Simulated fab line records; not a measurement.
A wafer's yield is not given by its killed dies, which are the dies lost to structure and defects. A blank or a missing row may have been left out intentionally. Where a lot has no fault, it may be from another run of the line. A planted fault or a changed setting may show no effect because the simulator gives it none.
Chamber matching / flow rit cmos / 4 sister chambers for RIT_ACTIVE_ETCH_13 on rie diel-04
The step etches Si3N4 in SF6, stops on SiO2, time 210 s, target depth 210 nm. 16 wafers are shown with their chamber, then 8 later ones without.

== WAFERS WITH THEIR CHAMBER ==
wafer=L560.1; chamber=1; drypump motor current A (A)=5.9; throttle valve pct (%)=7.54; oes product au (a.u.)=0.832
wafer=L560.4; chamber=2; drypump motor current A (A)=5.2; throttle valve pct (%)=7.28; oes product au (a.u.)=0.828
wafer=L560.6; chamber=2; drypump motor current A (A)=5.2; throttle valve pct (%)=7.27; oes product au (a.u.)=0.832
wafer=L562.1; chamber=1; drypump motor current A (A)=5.9; throttle valve pct (%)=7.52; oes product au (a.u.)=0.826
wafer=L562.2; chamber=2; drypump motor current A (A)=5.2; throttle valve pct (%)=7.28; oes product au (a.u.)=0.815
wafer=L562.3; chamber=0; drypump motor current A (A)=6.5; throttle valve pct (%)=7.64; oes product au (a.u.)=0.813
wafer=L564.1; chamber=0; drypump motor current A (A)=6.5; throttle valve pct (%)=7.66; oes product au (a.u.)=0.810
wafer=L564.2; chamber=3; drypump motor current A (A)=6.1; throttle valve pct (%)=7.43; oes product au (a.u.)=0.822
wafer=L564.4; chamber=1; drypump motor current A (A)=5.9; throttle valve pct (%)=7.51; oes product au (a.u.)=0.832
wafer=L565.2; chamber=1; drypump motor current A (A)=5.9; throttle valve pct (%)=7.52; oes product au (a.u.)=0.840
wafer=L565.3; chamber=3; drypump motor current A (A)=6.1; throttle valve pct (%)=7.40; oes product au (a.u.)=0.822
wafer=L565.5; chamber=0; drypump motor current A (A)=6.5; throttle valve pct (%)=7.66; oes product au (a.u.)=0.816
wafer=L566.1; chamber=1; drypump motor current A (A)=5.9; throttle valve pct (%)=7.53; oes product au (a.u.)=0.826
wafer=L566.3; chamber=2; drypump motor current A (A)=5.2; throttle valve pct (%)=7.27; oes product au (a.u.)=0.831
wafer=L566.4; chamber=0; drypump motor current A (A)=6.4; throttle valve pct (%)=7.66; oes product au (a.u.)=0.818
wafer=L568.1; chamber=0; drypump motor current A (A)=6.5; throttle valve pct (%)=7.65; oes product au (a.u.)=0.811

SIGNATURES (averages over the wafers above)
reading=drypump motor current A; chamber 0=6.480; chamber 1=5.900; chamber 2=5.200; chamber 3=6.100; scatter within a chamber=0.0258
reading=throttle valve pct; chamber 0=7.6540; chamber 1=7.5240; chamber 2=7.2750; chamber 3=7.4150; scatter within a chamber=0.0108
reading=oes product au; chamber 0=0.81360; chamber 1=0.83120; chamber 2=0.82650; chamber 3=0.82200; scatter within a chamber=0.0055
Rule: for each reading, subtract the chamber's mean from the wafer's reading, divide by that reading's scatter and square the result; add these up over the readings and take the root, which gives the wafer's distance from the chamber. The wafer belongs to the nearest chamber; if the next one is less than 2 further off, it can't be placed. How the scatter is found: for the shown wafers, subtract from each reading the mean of its chamber, square and add these, divide the total by (wafers less chambers), then take the root.

== WAFERS WITH NO CHAMBER GIVEN ==
wafer=L568.2; drypump motor current A (A)=5.2; throttle valve pct (%)=7.27; oes product au (a.u.)=0.829
wafer=L568.4; drypump motor current A (A)=6.1; throttle valve pct (%)=7.43; oes product au (a.u.)=0.819
wafer=L570.1; drypump motor current A (A)=5.2; throttle valve pct (%)=7.27; oes product au (a.u.)=0.828
wafer=L570.2; drypump motor current A (A)=5.9; throttle valve pct (%)=7.52; oes product au (a.u.)=0.828
wafer=L570.4; drypump motor current A (A)=6.1; throttle valve pct (%)=7.42; oes product au (a.u.)=0.830
wafer=L580.1; drypump motor current A (A)=6.1; throttle valve pct (%)=7.43; oes product au (a.u.)=0.814
wafer=L580.3; drypump motor current A (A)=5.9; throttle valve pct (%)=7.53; oes product au (a.u.)=0.828
wafer=L580.5; drypump motor current A (A)=5.9; throttle valve pct (%)=7.53; oes product au (a.u.)=0.816

== WHICH CHAMBER EACH WENT THROUGH ==
wafer=L568.2; from the rows above=2; in truth=2
wafer=L568.4; from the rows above=3; in truth=3
wafer=L570.1; from the rows above=2; in truth=2
wafer=L570.2; from the rows above=1; in truth=1
wafer=L570.4; from the rows above=3; in truth=3
wafer=L580.1; from the rows above=3; in truth=3
wafer=L580.3; from the rows above=1; in truth=1
wafer=L580.5; from the rows above=1; in truth=1
Placed correctly: 8 of 8. Left unplaced by these rows: 0. 0 placed wrongly.
